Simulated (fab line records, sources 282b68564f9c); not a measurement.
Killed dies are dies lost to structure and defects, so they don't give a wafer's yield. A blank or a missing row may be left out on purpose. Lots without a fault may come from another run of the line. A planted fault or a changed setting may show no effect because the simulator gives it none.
Tool commonality check | flow rit_cmos | 14 lots, 42 wafers sampled

WHY IT WAS OPENED
At RIT_ACTIVE_THK_MEAS_04 the reading ACTIVE_NITRIDE_THK is flagged on 2 of 14 lots. Wafers without a fault read 150.2 nm, standard deviation 1.2.
Rule: a lot is flagged when every wafer of it that has a number lies more than 4 standard deviations from that mean, or none has a number. The other lots count as sound.

lot  | measured    | on            | ACTIVE_NITRIDE_THK (nm), wafer by wafer | flag
L311 | day 1 15:02 | film_metro-03 | 149.0 148.4 148.8                       |
L312 | day 1 21:00 | film_metro-02 | 147.3 147.3 147.6                       |
L313 | day 1 23:45 | film_metro-03 | 147.6 148.5 150.4                       |
L314 | day 2 04:32 | film_metro-01 | 149.4 151.3 149.9                       |
L316 | day 2 15:31 | film_metro-02 | 151.5 150.9 151.7                       |
L317 | day 2 21:14 | film_metro-02 | 150.9 151.3 150.9                       |
L318 | day 3 01:44 | film_metro-01 | 149.5 149.8 151.6                       |
L319 | day 3 07:13 | film_metro-03 | 149.8 150.7 150.0                       |
L320 | day 3 14:50 | film_metro-02 | 150.6 150.1 150.7                       |
L322 | day 3 23:29 | film_metro-03 | 150.5 149.9 150.1                       |
L325 | day 4 13:14 | film_metro-03 | 149.2 149.4 151.4                       |
L327 | day 4 23:29 | film_metro-02 | 149.2 149.6 148.7                       |
L328 | day 5 07:01 | film_metro-02 | 180.8 173.8 156.6                       | FLAGGED
L330 | day 5 16:06 | film_metro-01 | 161.9 181.3 190.0                       | FLAGGED
The numbers of the flagged lots are 174.1 nm on average: +23.9 nm against the usual, or +20 standard deviations.

WHICH TOOL RAN EACH LOT
The record holds 1 process step before the reading, out of a route of 202 steps. In each cell: the tool, then ch and the chambers that the sampled wafers went through, then the start.
lot  | flag    | RIT_ACTIVE_CVD_03
L311 |         | lpcvd-02 ch 0, day 1 13:37
L312 |         | lpcvd-02 ch 0, day 1 19:35
L313 |         | lpcvd-02 ch 0, day 1 22:19
L314 |         | lpcvd-02 ch 0, day 2 03:07
L316 |         | lpcvd-01 ch 1, day 2 14:06
L317 |         | lpcvd-01 ch 0, day 2 19:48
L318 |         | lpcvd-02 ch 1, day 3 00:19
L319 |         | lpcvd-01 ch 1, day 3 05:05
L320 |         | lpcvd-02 ch 0, day 3 13:25
L322 |         | lpcvd-02 ch 0, day 3 22:03
L325 |         | lpcvd-01 ch 0, day 4 11:05
L327 |         | lpcvd-01 ch 1, day 4 21:22
L328 | FLAGGED | lpcvd-02 ch 0, day 5 04:53
L330 | FLAGGED | lpcvd-02 ch 0, day 5 13:58
What these steps do:
- RIT_ACTIVE_CVD_03: deposits Si3N4 from SiH2Cl2/NH3, target thk 150 nm, time 1500 s.
- RIT_ACTIVE_THK_MEAS_04

FLAGGED OVER TOTAL, TOOL BY TOOL (the gauges that took the reading come last)
step                   | tool          | lots run | flagged | share of the flagged lots | sound lots run after its first flagged lot
RIT_ACTIVE_CVD_03      | lpcvd-01      | 5        | 0       | none                      | -
RIT_ACTIVE_CVD_03      | lpcvd-02      | 9        | 2       | all                       | 0
RIT_ACTIVE_THK_MEAS_04 | film_metro-01 | 3        | 1       | some                      | 0
RIT_ACTIVE_THK_MEAS_04 | film_metro-02 | 6        | 1       | some                      | 0
RIT_ACTIVE_THK_MEAS_04 | film_metro-03 | 5        | 0       | none                      | -

WHAT THE TABLE ALLOWS
1 row of the table ran every flagged lot: lpcvd-02 at RIT_ACTIVE_CVD_03.
- lpcvd-02 at RIT_ACTIVE_CVD_03: 2 of its 9 lots flagged. Its last sound lot is L322 (day 3 22:03), its first flagged lot L328 (day 5 04:53): a fault that began between those two fits. Its own readings lie more than 4 standard deviations out on every wafer of the flagged lots: spike_tc_centre_C.
One tool is left: lpcvd-02 at RIT_ACTIVE_CVD_03.

WHAT THE SIMULATOR HAD PUT IN
Process parameter drift: lpcvd-02, from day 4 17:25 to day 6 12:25, at RIT_ACTIVE_CVD_03. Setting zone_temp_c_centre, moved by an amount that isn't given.
Lots struck among those shown: L328, L330. The rule above found the same.
